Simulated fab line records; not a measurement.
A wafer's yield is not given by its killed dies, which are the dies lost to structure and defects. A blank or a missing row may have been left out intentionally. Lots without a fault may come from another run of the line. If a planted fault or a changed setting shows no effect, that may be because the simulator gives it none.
fab line records / flow rit-cmos
record lots=14 wafers=42 last-day=8
route steps=202 shown NRETRO@55 M1@202
lots that met no fault: from a run of the same line without faults
start-h: hours from the record's opening day to when the first of the lot's shown wafers began / wait-h: how many hours have passed since the lot's step before this one / " the same as in the row above / L1.1+2: a single row standing in for several wafers / - no value present, or no start provided / * or withheld: withheld / < > ~ a bound
route shown NAME@n: a module of which the file shows steps, and the number in the route of the first / usual: mean and standard deviation over wafers with no fault / same: alike in all rows / chamber/n: place in a boat / sites: the reading at each site / _std_site: the standard deviation of these / _edge_site: inner sites' mean taken away from outer sites' mean / radius-mm: for every site, how far away it sits from the centre of the wafer / mask NAME#n: copy n / behind: the last tool/chamber to shape the wafer / hold: what put the lot on hold/how long, in hours/how the hold closed / device: names the non-switching transistor (n, p or np) / end of line: the same wafers' tests at the end of the route / for a step that has no rows: nothing shown but its recipe / killed: dies that structure and defects cost at the first sort, which is not the same as the wafer's yield / map: per-die view of a wafer (x killed, . not killed, _ where there is no die)
set.NAME: the setting the step ran with; set.NAME@STEP: the setting that earlier step ran with / model.NAME: the simulator's own value behind a step, which no gauge read
steps of the route over a sample of lots; a table a step, a row a wafer
## steps
# step RIT_NRETRO_SOFTBAKE_02
# recipe resist=NOVOLAK temp-c=90 time-s=60
# usual heater-power-total-W=34.56/0.054 plate-temp-C=90.00/0.13
# same time-s=60
lot.wafer=L810.2 tool=litho-track-03 chamber=0 start-h=29.21 wait-h=0.1 heater-power-total-W=34.54 plate-temp-C=90.05
lot.wafer=L810.4 tool=litho-track-03 chamber=0 start-h=29.21 wait-h=0.1 heater-power-total-W=34.61 plate-temp-C=90.07
lot.wafer=L810.6 tool=litho-track-03 chamber=0 start-h=29.21 wait-h=0.1 heater-power-total-W=34.63 plate-temp-C=89.90
lot.wafer=L811.1 tool=litho-track-03 chamber=0 start-h=35.71 wait-h=0.1 heater-power-total-W=34.52 plate-temp-C=90.05
lot.wafer=L811.3 tool=litho-track-03 chamber=0 start-h=35.71 wait-h=0.1 heater-power-total-W=34.58 plate-temp-C=90.01
lot.wafer=L811.4 tool=litho-track-03 chamber=0 start-h=35.71 wait-h=0.1 heater-power-total-W=34.56 plate-temp-C=90.12
lot.wafer=L812.1 tool=litho-track-04 chamber=0 start-h=45.22 wait-h=0.1 heater-power-total-W=34.54 plate-temp-C=90.15
lot.wafer=L812.3 tool=litho-track-04 chamber=0 start-h=45.22 wait-h=0.1 heater-power-total-W=34.55 plate-temp-C=90.29
lot.wafer=L812.5 tool=litho-track-04 chamber=0 start-h=45.22 wait-h=0.1 heater-power-total-W=34.56 plate-temp-C=90.16
lot.wafer=L813.2 tool=litho-track-01 chamber=0 start-h=50.32 wait-h=0.1 heater-power-total-W=34.61 plate-temp-C=90.09
lot.wafer=L813.3 tool=litho-track-01 chamber=0 start-h=50.32 wait-h=0.1 heater-power-total-W=34.61 plate-temp-C=90.12
lot.wafer=L813.4 tool=litho-track-01 chamber=0 start-h=50.32 wait-h=0.1 heater-power-total-W=34.57 plate-temp-C=90.11
lot.wafer=L814.1 tool=litho-track-04 chamber=0 start-h=57.19 wait-h=0.1 heater-power-total-W=34.64 plate-temp-C=90.28
lot.wafer=L814.2 tool=litho-track-04 chamber=0 start-h=57.19 wait-h=0.1 heater-power-total-W=34.51 plate-temp-C=90.02
lot.wafer=L814.5 tool=litho-track-04 chamber=0 start-h=57.19 wait-h=0.1 heater-power-total-W=34.64 plate-temp-C=90.08
lot.wafer=L815.2 tool=litho-track-04 chamber=0 start-h=62.24 wait-h=0.1 heater-power-total-W=34.64 plate-temp-C=89.93
lot.wafer=L815.3 tool=litho-track-04 chamber=0 start-h=62.24 wait-h=0.1 heater-power-total-W=34.47 plate-temp-C=89.90
lot.wafer=L815.5 tool=litho-track-04 chamber=0 start-h=62.24 wait-h=0.1 heater-power-total-W=34.54 plate-temp-C=89.83
lot.wafer=L816.1 tool=litho-track-01 chamber=0 start-h=65.07 wait-h=0.1 heater-power-total-W=34.44 plate-temp-C=90.12
lot.wafer=L816.4 tool=litho-track-01 chamber=0 start-h=65.07 wait-h=0.1 heater-power-total-W=34.55 plate-temp-C=90.17
lot.wafer=L816.5 tool=litho-track-01 chamber=0 start-h=65.07 wait-h=0.1 heater-power-total-W=34.52 plate-temp-C=90.11
lot.wafer=L819.4 tool=litho-track-03 chamber=0 start-h=78.63 wait-h=0.1 heater-power-total-W=34.58 plate-temp-C=90.04
lot.wafer=L819.5 tool=litho-track-03 chamber=0 start-h=78.63 wait-h=0.1 heater-power-total-W=34.54 plate-temp-C=89.77
lot.wafer=L819.6 tool=litho-track-03 chamber=0 start-h=78.63 wait-h=0.1 heater-power-total-W=34.54 plate-temp-C=89.95
lot.wafer=L824.3 tool=litho-track-01 chamber=0 start-h=100.53 wait-h=0.1 heater-power-total-W=35.31 plate-temp-C=91.37
lot.wafer=L824.5 tool=litho-track-01 chamber=0 start-h=100.53 wait-h=0.1 heater-power-total-W=35.32 plate-temp-C=91.32
lot.wafer=L824.6 tool=litho-track-01 chamber=0 start-h=100.53 wait-h=0.1 heater-power-total-W=35.32 plate-temp-C=91.46
lot.wafer=L826.4 tool=litho-track-01 chamber=0 start-h=113.00 wait-h=0.1 heater-power-total-W=35.29 plate-temp-C=91.37
lot.wafer=L826.5 tool=litho-track-01 chamber=0 start-h=113.00 wait-h=0.1 heater-power-total-W=35.21 plate-temp-C=91.46
lot.wafer=L826.6 tool=litho-track-01 chamber=0 start-h=113.00 wait-h=0.1 heater-power-total-W=35.31 plate-temp-C=91.28
lot.wafer=L828.1 tool=litho-track-04 chamber=0 start-h=123.24 wait-h=0.1 heater-power-total-W=34.58 plate-temp-C=89.92
lot.wafer=L828.3 tool=litho-track-04 chamber=0 start-h=123.24 wait-h=0.1 heater-power-total-W=34.51 plate-temp-C=90.00
lot.wafer=L828.5 tool=litho-track-04 chamber=0 start-h=123.24 wait-h=0.1 heater-power-total-W=34.49 plate-temp-C=89.84
lot.wafer=L829.1 tool=litho-track-03 chamber=0 start-h=127.68 wait-h=0.1 heater-power-total-W=34.52 plate-temp-C=90.14
lot.wafer=L829.2 tool=litho-track-03 chamber=0 start-h=127.68 wait-h=0.1 heater-power-total-W=34.45 plate-temp-C=90.01
lot.wafer=L829.3 tool=litho-track-03 chamber=0 start-h=127.68 wait-h=0.1 heater-power-total-W=34.60 plate-temp-C=90.03
lot.wafer=L831.2 tool=litho-track-03 chamber=0 start-h=137.33 wait-h=0.1 heater-power-total-W=34.60 plate-temp-C=89.78
lot.wafer=L831.4 tool=litho-track-03 chamber=0 start-h=137.33 wait-h=0.1 heater-power-total-W=34.56 plate-temp-C=90.02
lot.wafer=L831.5 tool=litho-track-03 chamber=0 start-h=137.33 wait-h=0.1 heater-power-total-W=34.46 plate-temp-C=89.80
lot.wafer=L832.4 tool=litho-track-03 chamber=0 start-h=140.59 wait-h=0.1 heater-power-total-W=34.60 plate-temp-C=89.81
lot.wafer=L832.5 tool=litho-track-03 chamber=0 start-h=140.59 wait-h=0.1 heater-power-total-W=34.64 plate-temp-C=89.72
lot.wafer=L832.6 tool=litho-track-03 chamber=0 start-h=140.59 wait-h=0.1 heater-power-total-W=34.61 plate-temp-C=89.87
# step RIT_M1_PROBE_99
# usual killed_at_M0_to_M3=0.0/0.083 killed-at-contacts=0.1/0.23 killed-at-front-end=6.2/2.8 killed-dies=6.3/2.7 killed-open=3.1/2 killed-short=3.2/1.8
# same gross-dies=264 killed_at_M4_up=0 killed-at-back-side=0 killed-at-other=0
lot.wafer=L819.4 tool=prober-01 chamber=- start-h=110.54 wait-h=0.2 killed_at_M0_to_M3=0 killed-at-contacts=0 killed-at-front-end=7 killed-dies=7 killed-open=5 killed-short=2
lot.wafer=L819.5 tool=prober-01 chamber=- start-h=110.59 wait-h=0.2 killed_at_M0_to_M3=0 killed-at-contacts=0 killed-at-front-end=10 killed-dies=10 killed-open=9 killed-short=1
lot.wafer=L819.6 tool=prober-01 chamber=- start-h=110.64 wait-h=0.2 killed_at_M0_to_M3=0 killed-at-contacts=0 killed-at-front-end=7 killed-dies=7 killed-open=2 killed-short=5
lot.wafer=L824.3 tool=prober-01 chamber=- start-h=132.99 wait-h=0.2 killed_at_M0_to_M3=0 killed-at-contacts=0 killed-at-front-end=11 killed-dies=11 killed-open=6 killed-short=5
lot.wafer=L824.5 tool=prober-01 chamber=- start-h=133.09 wait-h=0.2 killed_at_M0_to_M3=0 killed-at-contacts=0 killed-at-front-end=10 killed-dies=10 killed-open=4 killed-short=6
lot.wafer=L824.6 tool=prober-01 chamber=- start-h=133.14 wait-h=0.2 killed_at_M0_to_M3=0 killed-at-contacts=0 killed-at-front-end=4 killed-dies=4 killed-open=4 killed-short=0
lot.wafer=L826.4 tool=prober-01 chamber=- start-h=142.54 wait-h=0.2 killed_at_M0_to_M3=0 killed-at-contacts=0 killed-at-front-end=12 killed-dies=12 killed-open=4 killed-short=8
lot.wafer=L826.5 tool=prober-01 chamber=- start-h=142.59 wait-h=0.2 killed_at_M0_to_M3=0 killed-at-contacts=1 killed-at-front-end=8 killed-dies=9 killed-open=6 killed-short=3
lot.wafer=L826.6 tool=prober-01 chamber=- start-h=142.64 wait-h=0.2 killed_at_M0_to_M3=0 killed-at-contacts=0 killed-at-front-end=10 killed-dies=10 killed-open=6 killed-short=4
lot.wafer=L829.1 tool=prober-01 chamber=- start-h=156.49 wait-h=0.1 killed_at_M0_to_M3=0 killed-at-contacts=0 killed-at-front-end=10 killed-dies=10 killed-open=5 killed-short=5
lot.wafer=L829.2 tool=prober-01 chamber=- start-h=156.54 wait-h=0.1 killed_at_M0_to_M3=0 killed-at-contacts=0 killed-at-front-end=7 killed-dies=7 killed-open=5 killed-short=2
lot.wafer=L829.3 tool=prober-01 chamber=- start-h=156.59 wait-h=0.2 killed_at_M0_to_M3=0 killed-at-contacts=0 killed-at-front-end=9 killed-dies=9 killed-open=4 killed-short=5
lot.wafer=L832.4 tool=prober-02 chamber=- start-h=181.55 wait-h=0.2 killed_at_M0_to_M3=0 killed-at-contacts=0 killed-at-front-end=5 killed-dies=5 killed-open=3 killed-short=2
lot.wafer=L832.5 tool=prober-02 chamber=- start-h=181.60 wait-h=0.2 killed_at_M0_to_M3=0 killed-at-contacts=0 killed-at-front-end=10 killed-dies=10 killed-open=6 killed-short=4
lot.wafer=L832.6 tool=prober-02 chamber=- start-h=181.65 wait-h=0.2 killed_at_M0_to_M3=0 killed-at-contacts=0 killed-at-front-end=2 killed-dies=2 killed-open=1 killed-short=1
# killed by level:class
L819.4 GATE:geometric-particle:open=2 FOX1:geometric-particle:open=1 FOX2:geometric-particle:open=1 FOX2:geometric-particle:short=1 GATE:geometric-particle:short=1 SPACER:geometric-particle:open=1
L819.5 FOX2:geometric-particle:open=2 GATE:geometric-particle:open=2 SPACER:geometric-particle:open=2 FOX1:geometric-particle:open=1 REOX:geometric-particle:open=1 GATE:geometric-particle:short=1 SILICIDE:geometric-particle:open=1
L819.6 GATE:geometric-particle:short=3 FOX1:geometric-particle:open=1 REOX:geometric-particle:short=1 SPACER:geometric-particle:open=1 SILICIDE:geometric-particle:short=1
L824.3 GATE:geometric-particle:short=3 REOX:geometric-particle:open=2 FOX2:geometric-particle:open=1 GATE:geometric-particle:open=1 REOX:geometric-particle:short=1 SPACER:geometric-particle:open=1 SILICIDE:geometric-particle:short=1 SILICIDE:geometric-particle:open=1
L824.5 GATE:geometric-particle:short=2 GATE:geometric-particle:open=2 REOX:geometric-particle:short=2 FOX2:geometric-particle:open=1 FOX2:geometric-particle:short=1 SPACER:geometric-particle:open=1 SILICIDE:geometric-particle:short=1
L824.6 FOX1:geometric-particle:open=2 GATE:geometric-particle:open=1 REOX:geometric-particle:open=1
L826.4 GATE:geometric-particle:short=4 FOX2:geometric-particle:short=2 SILICIDE:geometric-particle:open=2 FOX1:geometric-particle:short=1 FOX2:geometric-particle:open=1 REOX:geometric-particle:open=1 SILICIDE:geometric-particle:short=1
L826.5 GATE:geometric-particle:open=3 SPACER:geometric-particle:open=3 GATE:geometric-particle:short=1 SPACER:geometric-particle:short=1 CONTACT:geometric-particle:short=1
L826.6 GATE:geometric-particle:open=3 SILICIDE:geometric-particle:open=3 GATE:geometric-particle:short=2 REOX:geometric-particle:short=1 SILICIDE:geometric-particle:short=1
L829.1 GATE:geometric-particle:short=4 GATE:geometric-particle:open=3 FOX1:geometric-particle:short=1 FOX1:geometric-particle:open=1 SPACER:geometric-particle:open=1
L829.2 SPACER:geometric-particle:open=2 SILICIDE:geometric-particle:open=2 FOX1:geometric-particle:short=1 FOX1:geometric-particle:open=1 GATE:geometric-particle:short=1
L829.3 GATE:geometric-particle:short=4 GATE:geometric-particle:open=3 FOX1:geometric-particle:short=1 SPACER:geometric-particle:open=1
L832.4 REOX:geometric-particle:open=2 FOX1:geometric-particle:open=1 SPACER:geometric-particle:short=1 SILICIDE:geometric-particle:short=1
L832.5 REOX:geometric-particle:open=5 SPACER:geometric-particle:short=3 REOX:geometric-particle:short=1 SPACER:geometric-particle:open=1
L832.6 REOX:geometric-particle:short=1 SILICIDE:geometric-particle:open=1
## key
first-sign step=RIT_NRETRO_SOFTBAKE_02 reading=heater-power-total-W direction=up sigmas=13 usual=34.56 struck=35.29
effect step=RIT_NRETRO_SOFTBAKE_02 reading=plate-temp-C direction=up sigmas=11 usual=* struck=*
met-at RIT_NRETRO_SOFTBAKE_02
struck-lots L824,L826
tester-left-out L824,L826
onset-between 65.07 100.53
fault kind=process-parameter-drift tool=litho-track-01 chamber=- onset-h=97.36 steps=RIT_NRETRO_SOFTBAKE_02 channel=temp-c offset=* shape=step end-h=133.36 acts-in=* stated=*
# tester-left-out: of these lots the tester's yield and bins aren't shown, on N5 and GAA mostly nor the transistor test; their killed dies are dies lost to structure and defects alone, not to doping, threshold or leakage, so they don't give the yield
